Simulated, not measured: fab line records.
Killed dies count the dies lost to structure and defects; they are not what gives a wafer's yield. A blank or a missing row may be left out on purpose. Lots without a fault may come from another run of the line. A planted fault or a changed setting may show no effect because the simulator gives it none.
8D (eight disciplines) problem report, filled in by code ; flow rit-cmos ; the parts of the form that need people (team, actions taken, sign-off) are left out

1. THE ISSUE
tilt-deg at RIT_PWELL_IMPLANT_08 reads a mean of 7.925 degrees on 6 wafers of 2 lots; wafers without a fault read 7.001 degrees with a standard deviation of 0.019. That puts it +49 standard deviations away from the usual mean.
First seen on wafer L654.1, day 5 06:14, on implanter-02. The record holds 42 wafers of 14 lots with a number at this step. The rule behind "out" and "out of limits": a value lying over 4 standard deviations away from the usual mean. Any other wafer with a number is counted as sound.

2. WHAT IT IS, AND WHAT IT ISN'T
question;is;is not
which readings at this step;tilt-deg;-
which lots;L654, L655;L639, L640, L641, L642, L643, L644, L645, L646, L647, L652, L656, L657
which wafers of those lots;all that have a number;-
read on which tools;implanter-02;implanter-01, implanter-03
when;from day 5 06:14;"up to then (30 sound wafers); but 6 sound wafers of L656, L657 came after"

3. THE SUSPECTS, EACH WITH WHAT RULES IT OUT
Counting: a tool stays on the suspect list if, at a process step up to the reading, it processed all lots that are out and no sound lot following the first of them.
- implanter-02 at RIT_PWELL_IMPLANT_08: kept. It ran every lot that is out, first L654 (day 5 06:14), and no sound lot after that; its last sound lot up to then is L646 (day 3 16:35). Out on those wafers are its own readings of tilt-deg.
Left after counting: implanter-02 at RIT_PWELL_IMPLANT_08.

4. THE CAUSE (what the simulator had put in)
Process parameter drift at RIT_PWELL_IMPLANT_08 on implanter-02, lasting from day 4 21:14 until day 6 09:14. The setting tilt-deg was moved by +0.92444, starting from 7. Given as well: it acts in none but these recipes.
Only this tool survived the counting.

5. THE CHAIN OF EFFECTS, in route order
Each row: a reading whose mean over the struck wafers that have a number lies more than 3 standard deviations from the usual. Scope: only readings with a usual standard deviation given in the record; hours: median across lots of the time from each lot's start at the first step in this table that gives one to its start at this step; sigmas: change in usual standard deviations.
hours;step;reading;usual;on struck wafers;change;sigmas
0;RIT_PWELL_IMPLANT_08;tilt-deg;7.001 degrees;7.925;+0.924;+49
The process steps in it:
- RIT_PWELL_IMPLANT_08
Readings that are blank on the struck wafers while sound wafers have them: PWELL_RS at RIT_WELLDRIVE_RS_MEAS_02.

6. HOW IT WOULD HAVE BEEN CAUGHT EARLIER
In this record no reading fell out of limits until day 5 06:14, 9 hours after the fault had begun at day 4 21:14.
